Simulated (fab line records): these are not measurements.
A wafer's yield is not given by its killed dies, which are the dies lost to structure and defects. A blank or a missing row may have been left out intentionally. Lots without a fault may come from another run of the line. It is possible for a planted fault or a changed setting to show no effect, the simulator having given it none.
Struck lot and sound lot, side by side	flow rit cmos	43 steps out of a route of 202
Sound: these wafers, L791.1, L791.4, L791.5. The struck wafers were L783.1, L783.2, L783.4. Last of all comes the cause.
Order at every step that has rows: each side's tool, ch and its chambers, its first start. Under that, the readings that differ: sound wafers	struck wafers	difference of the means	sigmas: that difference in standard deviations of wafers without a fault.
alike: words and numbers the same on both sides, and readings whose means are apart by under 2 such deviations; not compared: readings that were withheld, readings missing a value for some wafer, numbers with overlapping values and no deviation given by the record, and bounds like >300 which may hide the same value.
A row with sigmas, a row that says differs or no value, or rows on one side alone: a step with any of these is where the two part. Numbers that have no deviation but don't overlap get no sigmas and don't part them. A reading that every wafer of one side lacks parts them only if that side has two wafers or more.

first, 2 steps without rows for these wafers: RIT_FOX2_CLEAN_02 (cleans in dHF, time 180 s); RIT_FOX2_WET_ETCH_03 (etches Si3N4 in H3PO4, target depth 195 nm, time 2801 s).
RIT_FOX2_THK_MEAS_90:
  sound on film metro-01, day 5 16:43; struck on film metro-01, day 3 23:43
  alike: FIELD_OXIDE_LEFT_1_THK
then, 6 steps without rows for these wafers: RIT_NWELL_HMDS_00 (prime time 60 s); RIT_NWELL_COAT_01 (resist thk 1300 nm); RIT_NWELL_SOFTBAKE_02 (time 60 s); RIT_NWELL_EXPOSE_03 (exposes mask M2, target cd 43900 nm); RIT_NWELL_PEB_04; RIT_NWELL_DEVELOP_05 (develop time 68 s).
RIT_NWELL_OVL_MEAS_06:
  sound on overlay-01, day 5 17:51; struck on overlay-01, day 4 00:45
  alike: NWELL_OVL
then, 2 steps without rows for these wafers: RIT_NWELL_HARDBAKE_07 (time 120 s); RIT_NWELL_IMPLANT_08.
RIT_NWELL_STRIP_09: strips in O2, time 180 s.
  sound on plasma asher-01 ch 0,1, day 5 18:17; struck on plasma asher-03 ch 0,1, day 4 01:11
  no value came back on the struck wafers for chamber pressure mTorr (mTorr), drypump motor current A (A); on the sound wafers chamber pressure mTorr (mTorr) reads 4001 3995 4003
reading	sound	struck	difference	sigmas
model.NOVOLAK_of_NWELL_COAT_01.thk nm (nm)	0 0 0	1136 1134 1139	+1136	
  not compared: rf hours counter h
RIT_NWELL_TW_MEAS_10:
  sound on film metro-02, day 5 18:28; struck on film metro-03, day 4 01:22
  alike: NWELL_TW
then, 2 steps without rows for these wafers: RIT_PWELL_HMDS_00 (prime time 60 s); RIT_PWELL_COAT_01 (resist thk 1300 nm).
RIT_PWELL_SOFTBAKE_02: time 62.36 s.
  sound on litho track-02 ch 0, day 5 18:49; struck on litho track-01 ch 0, day 4 01:43
  alike: heater power total W, plate sensor t centre C, plate sensor t edge C
then, 3 steps without rows for these wafers: RIT_PWELL_EXPOSE_03 (exposes mask M3, target cd 43700 nm); RIT_PWELL_PEB_04; RIT_PWELL_DEVELOP_05 (develop time 68 s).
RIT_PWELL_OVL_MEAS_06:
  sound on overlay-01, day 5 19:32; struck on overlay-02, day 4 02:25
  alike: PWELL_OVL
then, 2 steps without rows for these wafers: RIT_PWELL_HARDBAKE_07 (time 120 s); RIT_PWELL_IMPLANT_08.
RIT_PWELL_STRIP_09: strips in O2, time 180 s.
  sound on plasma asher-02 ch 0,1, day 5 19:58; struck on plasma asher-02 ch 0,1, day 4 02:52
  alike: chamber pressure mTorr, drypump motor current A
  not compared: rf hours counter h
RIT_PWELL_TW_MEAS_10:
  sound on film metro-03, day 5 20:08; struck on film metro-04, day 4 03:02
reading	sound	struck	difference	sigmas
PWELL_TW	951 951 948	30 30 30	-920	-99 or more
then, 1 step without rows for these wafers: RIT_WELLDRIVE_ANNEAL_00 (time 14700 s).
RIT_WELLDRIVE_RS_MEAS_01: the measuring method here is four-point-probe.
  sound on film metro-04, day 6 02:50; struck on film metro-04, day 4 09:49
  alike: NWELL_RS
RIT_WELLDRIVE_RS_MEAS_02: the measuring method here is four-point-probe.
  sound on film metro-04, day 6 02:57; struck on film metro-04, day 4 09:56
  alike: PWELL_RS
then, 6 steps without rows for these wafers: RIT_NRETRO_HMDS_00 (prime time 60 s); RIT_NRETRO_COAT_01 (resist thk 1300 nm); RIT_NRETRO_SOFTBAKE_02 (time 60 s); RIT_NRETRO_EXPOSE_03 (exposes mask M4, target cd 43900 nm); RIT_NRETRO_PEB_04; RIT_NRETRO_DEVELOP_05 (develop time 68 s).
RIT_NRETRO_OVL_MEAS_06:
  sound on overlay-01, day 6 04:04; struck on overlay-02, day 4 10:56
  alike: NRETRO_OVL
then, 2 steps without rows for these wafers: RIT_NRETRO_HARDBAKE_07 (time 120 s); RIT_NRETRO_IMPLANT_08.
RIT_NRETRO_STRIP_09: strips in O2, time 180 s.
  sound on plasma asher-02 ch 0,1, day 6 04:31; struck on plasma asher-01 ch 0,1, day 4 11:22
  alike: chamber pressure mTorr, drypump motor current A
  not compared: rf hours counter h
RIT_NRETRO_TW_MEAS_10:
  sound on film metro-02, day 6 04:41; struck on film metro-02, day 4 11:33
reading	sound	struck	difference	sigmas
NRETRO_TW	1049 1054 1054	30 30 30	-1022	-99 or more
then, 3 steps without rows for these wafers: RIT_PRETRO_HMDS_00 (prime time 60 s); RIT_PRETRO_COAT_01 (resist thk 1300 nm); RIT_PRETRO_SOFTBAKE_02 (time 60 s).
RIT_PRETRO_TW_MEAS_10:
  sound on film metro-01, day 6 06:22; struck on film metro-01, day 4 13:13
reading	sound	struck	difference	sigmas
PRETRO_TW	462 463 462	29 30 29	-433	-72

== WHERE THEY PART ==
Earliest at RIT_NWELL_STRIP_09; latest, in this record, at RIT_PRETRO_TW_MEAS_10.

WHY: the cause the simulator had injected
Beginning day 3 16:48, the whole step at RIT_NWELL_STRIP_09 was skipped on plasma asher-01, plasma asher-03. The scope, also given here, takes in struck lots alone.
